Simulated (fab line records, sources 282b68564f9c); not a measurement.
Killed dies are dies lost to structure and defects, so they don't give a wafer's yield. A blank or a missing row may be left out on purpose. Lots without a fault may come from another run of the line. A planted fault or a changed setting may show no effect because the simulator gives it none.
A struck lot beside a sound one | flow rit_cmos | 18 steps out of a route of 202
Sound: wafers L251.2, L251.4, L251.5. Struck: wafers L266.1, L266.3, L266.6. The cause comes at the end.
At each step with rows: each side's tool, then ch and its chambers, then its first start. Under that, the readings that differ: sound wafers | struck wafers | difference of the means | sigmas: that difference in standard deviations of wafers without a fault.
alike: readings whose means differ by less than 2 such deviations, and words and numbers that are the same on both sides. not compared: withheld readings, readings that some wafer has no value for, bounds like >300 that may hide the same value, and numbers for which the record gives no deviation and whose values overlap.
The two part at a step that has a row with sigmas, a row that says differs or no value, or rows on one side only. Numbers that don't overlap but have no deviation are shown without sigmas and don't part them. A reading that every wafer of one side lacks parts them only if that side has two wafers or more.

first, 4 steps without rows for these wafers: RIT_NWELL_SOFTBAKE_02 (time 60 s); RIT_NWELL_EXPOSE_03 (exposes mask M2, target cd 43900 nm); RIT_NWELL_PEB_04; RIT_NWELL_DEVELOP_05 (develop time 68 s).
RIT_NWELL_OVL_MEAS_06:
  sound on overlay-02, day 3 02:53; struck on overlay-01, day 6 06:40
  reading        | sound          | struck         | difference | sigmas
  NWELL_OVL (nm) | -4.9 -4.5 -3.5 | -1.3 -0.9 -1.7 | +3.0       | +2
then, 2 steps without rows for these wafers: RIT_NWELL_HARDBAKE_07 (time 120 s); RIT_NWELL_IMPLANT_08.
RIT_NWELL_STRIP_09: strips in O2, time 180 s.
  sound on plasma_asher-03 ch 0,1, day 3 03:21; struck on plasma_asher-01 ch 0,1, day 6 07:06
  reading                     | sound       | struck      | difference | sigmas
  drypump_motor_current_A (A) | 5.7 6.5 6.4 | 5.0 5.5 5.0 | -1.0       | -2
  not compared: rf_hours_counter_h
RIT_NWELL_TW_MEAS_10:
  sound on film_metro-04, day 3 03:32; struck on film_metro-03, day 6 07:16
  alike: NWELL_TW
then, 2 steps without rows for these wafers: RIT_PWELL_HMDS_00 (prime time 60 s); RIT_PWELL_COAT_01 (resist thk 1300 nm).
RIT_PWELL_SOFTBAKE_02: time 61.31 s.
  sound on litho_track-03 ch 0, day 3 03:55; struck on litho_track-02 ch 0, day 6 07:38
  alike: plate_sensor_t_centre_C, plate_sensor_t_edge_C
RIT_PWELL_EXPOSE_03: exposes mask M3, target cd 43700 nm.
  sound on iline_stepper-01 ch 0, day 3 04:03; struck on iline_stepper-02 ch 0, day 6 07:47
  reading                       | sound                   | struck            | difference | sigmas
  model.PWELL.overlay_x_nm (nm) | -0.9343 -0.9343 -0.9343 | 361.2 361.2 361.2 | +362.1     |
  alike: mask
then, 2 steps without rows for these wafers: RIT_PWELL_PEB_04; RIT_PWELL_DEVELOP_05 (develop time 68 s).
RIT_PWELL_OVL_MEAS_06:
  sound on overlay-01, day 3 04:28; struck on overlay-01, day 6 08:13
  reading        | sound          | struck            | difference | sigmas
  PWELL_OVL (nm) | -2.9 -1.5 -0.7 | 362.3 362.5 361.2 | +363.7     | +99 or more
then, 1 step without rows for these wafers: RIT_PWELL_HARDBAKE_07 (time 120 s).
RIT_M1_PROBE_99:
  sound on prober-02, day 4 17:35; struck on prober-01, day 7 18:21
  reading                                 | sound             | struck            | difference | sigmas
  model.etest.well_edge_left.line_ohm_um  | 181.7 183.5 180.3 | 216.3 214.3 217.5 | +34.2      |
  model.etest.well_edge_right.line_ohm_um | 182.2 182.1 182.3 | 161.9 160.4 162.2 | -20.7      |
  model.etest.iso_nwell_nwell.bv_v (V)    | 22.25 22.12 22.43 | 20.26 20.13 20.23 | -2.06      |
  alike: killed_at_contacts, killed_at_front_end, killed_dies, killed_open, killed_short
  not compared: model.etest.iso_nplus_nwell.lateral_log10_a_um

WHERE THEY PART
First at RIT_NWELL_OVL_MEAS_06; last, within this record, at RIT_PWELL_OVL_MEAS_06. Later steps at which nothing parts them and some readings are alike: RIT_M1_PROBE_99.

WHY: what the simulator had put in
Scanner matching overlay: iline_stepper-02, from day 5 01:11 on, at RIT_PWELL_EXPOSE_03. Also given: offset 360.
